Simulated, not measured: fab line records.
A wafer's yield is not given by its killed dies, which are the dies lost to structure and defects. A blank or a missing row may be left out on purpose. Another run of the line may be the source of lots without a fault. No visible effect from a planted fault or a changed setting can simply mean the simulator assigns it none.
Which of the tools did it?	flow rit-cmos	15 lots with 45 wafers sampled at 5 steps, on a route of 202 steps

WHAT EACH GAUGE READ, for each wafer
RIT_FOX2_THK_MEAS_01.
lot	measured	on	FOX2_OXIDE_THK (nm)
L317	day 1 19:47	film-metro-04	347 350 346
L319	day 2 05:54	film-metro-02	353 350 350
L320	day 2 10:20	film-metro-01	345 344 345
L327	day 4 01:01	film-metro-04	359 360 349
L328	day 4 04:55	film-metro-01	354 358 354
L329	day 4 09:59	film-metro-02	354 357 350
L331	day 4 19:31	film-metro-04	335 342 332
L332	day 4 22:20	film-metro-04	353 357 353
L333	day 5 03:29	film-metro-01	343 341 351
L334	day 5 10:16	film-metro-02	340 353 350
L335	day 5 17:36	film-metro-02	346 347 346
L336	day 5 19:07	film-metro-01	334 338 336
L337	day 5 22:44	film-metro-01	349 355 348
L339	day 6 13:35	film-metro-04	349 345 350
L340	day 6 14:23	film-metro-01	354 353 355

RIT_CONTACT_OVL_MEAS_09.
lot	measured	on	CONTACT_OVL (nm)
L317	day 3 09:03	overlay-01	2.6 2.4 3.1
L319	day 3 15:55	overlay-02	-1.3 0.0 -1.1
L320	day 3 19:19	overlay-01	-0.1 -1.9 1.1
L327	day 5 11:47	overlay-02	0.0 1.7 0.2
L328	day 5 17:17	overlay-02	-0.8 -0.2 -1.6
L329	day 5 19:50	overlay-01	-0.6 -0.6 1.1
L331	day 6 08:43	overlay-01	0.4 2.4 1.7
L332	day 6 09:23	overlay-02	-1.2 0.0 -0.9
L333	day 6 14:16	overlay-02	-0.3 -0.2 -2.0
L334	day 7 00:16	overlay-02	-1.1 -1.2 -2.4
L335	day 7 06:04	overlay-02	-1.6 0.2 -0.2
L336	day 7 05:13	overlay-01	2.3 1.6 2.7
L337	day 7 13:06	overlay-02	-1.1 -1.3 0.7
L339	day 8 03:35	overlay-01	1.9 1.4 2.7
L340	day 8 03:28	overlay-01	-1.7 -2.3 -0.5

RIT_CONTACT_CD_MEAS_90: target cd 1000 nm.
lot	measured	on	cd-nm (nm)
L317	day 3 09:38	cd-sem-01	1002.5 1001.8 1004.7
L319	day 3 16:29	cd-sem-01	999.2 999.8 1000.9
L320	day 3 19:54	cd-sem-01	1001.1 998.9 999.2
L327	day 5 12:20	cd-sem-01	- - -
L328	day 5 17:51	cd-sem-02	- - -
L329	day 5 20:26	cd-sem-01	- - -
L331	day 6 09:18	cd-sem-01	999.1 1002.4 1003.1
L332	day 6 09:57	cd-sem-01	998.1 998.6 997.6
L333	day 6 14:50	cd-sem-02	1002.6 1000.8 1003.0
L334	day 7 00:58	cd-sem-02	997.5 999.9 998.3
L335	day 7 06:39	cd-sem-02	1001.2 1003.7 1001.8
L336	day 7 05:47	cd-sem-02	1000.4 999.6 1000.3
L337	day 7 13:40	cd-sem-02	998.9 999.3 998.3
L339	day 8 04:11	cd-sem-01	1001.1 1001.3 1001.0
L340	day 8 04:01	cd-sem-02	1000.0 997.5 996.5

EACH LOT AND THE TOOL THAT RAN IT (in order: tool; ch and the chambers of the sampled wafers; start)
lot	RIT_CONTACT_CVD_00	RIT_CONTACT_STRIP_12
L317	pecvd-02 ch 1,2, day 3 07:51	plasma-asher-04 ch 0,1, day 3 09:28
L319	pecvd-03 ch 0,2, day 3 14:14	plasma-asher-04 ch 0,1, day 3 16:18
L320	pecvd-02 ch 0,1,2, day 3 17:59	plasma-asher-01 ch 0,1, day 3 19:44
L327	pecvd-01 ch 0,1,2, day 5 10:28	plasma-asher-04 ch 0,1, day 5 12:10
L328	pecvd-03 ch 0,1,2, day 5 15:49	plasma-asher-04 ch 0,1, day 5 17:40
L329	pecvd-02 ch 0,1,2, day 5 18:31	plasma-asher-04 ch 0,1, day 5 20:16
L331	pecvd-03 ch 0,1,2, day 6 07:31	plasma-asher-04 ch 0,1, day 6 09:08
L332	pecvd-02 ch 1,2, day 6 08:04	plasma-asher-01 ch 0,1, day 6 09:46
L333	pecvd-01 ch 0,1,2, day 6 13:04	plasma-asher-02 ch 0,1, day 6 14:39
L334	pecvd-03 ch 0,1, day 6 22:56	plasma-asher-04 ch 0, day 7 00:46
L335	pecvd-01 ch 1,2, day 7 04:44	plasma-asher-02 ch 0,1, day 7 06:29
L336	pecvd-02 ch 0,1,2, day 7 04:01	plasma-asher-01 ch 0,1, day 7 05:36
L337	pecvd-03 ch 0,1, day 7 11:54	plasma-asher-02 ch 0,1, day 7 13:28
L339	pecvd-03 ch 1,2, day 8 02:23	plasma-asher-04 ch 0,1, day 8 04:00
L340	pecvd-01 ch 1,2, day 8 02:10	plasma-asher-02 ch 0,1, day 8 03:51
- RIT_CONTACT_CVD_00: deposits SiO2 from TEOS, target thk 400 nm, time 61 s.
- RIT_CONTACT_STRIP_12: strips in O2, time 180 s.

WHAT THE TOOLS THEMSELVES READ (means of the sampled wafers that have a number; where no wafer has one, the mark that the record gives instead)
RIT_CONTACT_CVD_00.
lot	tool	heater-power-w (W)	rf-fwd-power-W (W)
L317	pecvd-02	293	396.3
L319	pecvd-03	370	397.0
L320	pecvd-02	310	396.4
L327	pecvd-01	-	-
L328	pecvd-03	-	-
L329	pecvd-02	-	-
L331	pecvd-03	357	395.8
L332	pecvd-02	301	397.2
L333	pecvd-01	361	396.7
L334	pecvd-03	325	396.3
L335	pecvd-01	381	396.5
L336	pecvd-02	302	397.8
L337	pecvd-03	314	397.4
L339	pecvd-03	358	397.1
L340	pecvd-01	339	396.7

RIT_CONTACT_STRIP_12.
lot	tool	drypump-motor-current-A (A)
L317	plasma-asher-04	6.2
L319	plasma-asher-04	6.0
L320	plasma-asher-01	5.4
L327	plasma-asher-04	6.2
L328	plasma-asher-04	6.0
L329	plasma-asher-04	6.0
L331	plasma-asher-04	6.2
L332	plasma-asher-01	5.4
L333	plasma-asher-02	5.0
L334	plasma-asher-04	6.3
L335	plasma-asher-02	5.0
L336	plasma-asher-01	5.9
L337	plasma-asher-02	4.8
L339	plasma-asher-04	6.2
L340	plasma-asher-02	5.0

THE ANSWER, worked out from the rows above alone
Rule: the lots themselves supply what counts as usual. Put in order of their means at a reading, lots are off if they are a third of the lots or fewer, leave a main group of 4 or more, and stand apart from it by a gap of 3 or more times the standard deviation of the main group's means; of several such gaps the widest counts. Not used: any main group whose means are identical at the precision the tables above print for the reading. Also off: a lot with no number at a reading for which 4 or more lots have one. The other lots that the step has rows for count as sound. Order of review: gauges by route order, followed by the tools' own readings, for which a lot's mean as printed above is used. At the first step where some lot is off, the reading lying furthest off is the one used; lots without a number count as furthest.
Off: L327, L328, L329, at RIT_CONTACT_CD_MEAS_90 (cd-nm). Without a number there: L327, L328, L329. The main group has a mean of 1000.3 nm with a standard deviation of 1.6.
A tool fits if, at a process step before that reading, it ran every lot that is off, and no sound lot after the first of them. The gauges at RIT_CONTACT_CD_MEAS_90 aren't tried: what is off there is off at RIT_CONTACT_CVD_00 too, on other tools, and a gauge's error can't cause that. None of those tried fits.

WHAT THE SIMULATOR HAD INSERTED
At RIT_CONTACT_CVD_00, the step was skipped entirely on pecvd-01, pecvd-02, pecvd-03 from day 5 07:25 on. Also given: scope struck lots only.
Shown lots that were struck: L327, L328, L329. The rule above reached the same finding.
